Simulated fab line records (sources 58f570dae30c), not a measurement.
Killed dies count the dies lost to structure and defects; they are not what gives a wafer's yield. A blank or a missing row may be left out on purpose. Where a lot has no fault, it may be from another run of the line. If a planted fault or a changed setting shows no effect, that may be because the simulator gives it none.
The tool behind it: which one?    flow berkeleyCmos170    42 wafers sampled from 14 lots at 1 step of a route of 331

== WHAT THE GAUGES SHOWED, per wafer ==
Not one reading of a measure or inspect step in the record can be checked against a usual standard deviation.

== TOOL THAT RAN EACH LOT (tool first, then ch and the chambers of the sampled wafers, then the start) ==
lot   UCB170_CONTACT_EXPOSE_12
L855  krfScanner-02 ch 0, day 8 20:12
L856  krfScanner-02 ch 0, day 8 20:53
L858  krfScanner-02 ch 0, day 9 05:22
L857  krfScanner-02 ch 0, day 9 05:41
L861  krfScanner-02 ch 0, day 9 17:52
L862  krfScanner-01 ch 0, day 9 18:06
L867  krfScanner-01, day 11 00:01
L872  krfScanner-02 ch 0, day 12 00:27
L873  krfScanner-01 ch 0, day 12 01:52
L871  krfScanner-02, day 12 02:11
L874  krfScanner-01 ch 0, day 12 14:31
L875  krfScanner-02 ch 0, day 12 14:50
L876  krfScanner-02 ch 0, day 13 02:49
L878  krfScanner-02 ch 0, day 13 14:57
- UCB170_CONTACT_EXPOSE_12: exposes mask CONT, target cd 700 nm.

== WHAT THE TOOLS THEMSELVES READ (means of the sampled wafers that have a number; where no wafer has one, the mark that the record gives instead) ==
UCB170_CONTACT_EXPOSE_12. Usual: exposureDoseMJCm2 34.99, standard deviation 0.041; focusOffsetNm 0.0 nm, standard deviation 0.5.
lot   tool           exposureDoseMJCm2  focusOffsetNm (nm)  flag
L855  krfScanner-02  35.00              0.3                 
L856  krfScanner-02  35.01              0.1                 
L858  krfScanner-02  35.01              -0.1                
L857  krfScanner-02  35.00              -0.3                
L861  krfScanner-02  34.96              0.0                 
L862  krfScanner-01  34.99              -0.3                
L867  krfScanner-01  -                  -                   OFF
L872  krfScanner-02  34.99              -0.1                
L873  krfScanner-01  34.97              0.1                 
L871  krfScanner-02  -                  -                   OFF
L874  krfScanner-01  34.89              0.2                 
L875  krfScanner-02  35.03              0.1                 
L876  krfScanner-02  35.02              0.4                 
L878  krfScanner-02  35.03              -0.1                

== THE ANSWER, worked out from the rows above alone ==
Rule: lot off if the mean of its wafers having a number is beyond 3 standard deviations from the usual mean. A lot without any number at a reading at which 4 lots or more have one is off too. Where the step has rows for the other lots, those lots are counted as sound. First the gauges in route order, then the tools' own readings, where a lot's mean is used as printed above. At the first step where some lot is off, the reading lying furthest off is the one used; lots without a number count as furthest.
Off at UCB170_CONTACT_EXPOSE_12 (exposureDoseMJCm2): L867, L871. Without a number there: L867, L871.
A tool fits if, at that step or a process step before it, it ran every lot that is off, and no sound lot after the first of them. Not one of the candidates tried fits.

== WHAT THE SIMULATOR HAD INSERTED ==
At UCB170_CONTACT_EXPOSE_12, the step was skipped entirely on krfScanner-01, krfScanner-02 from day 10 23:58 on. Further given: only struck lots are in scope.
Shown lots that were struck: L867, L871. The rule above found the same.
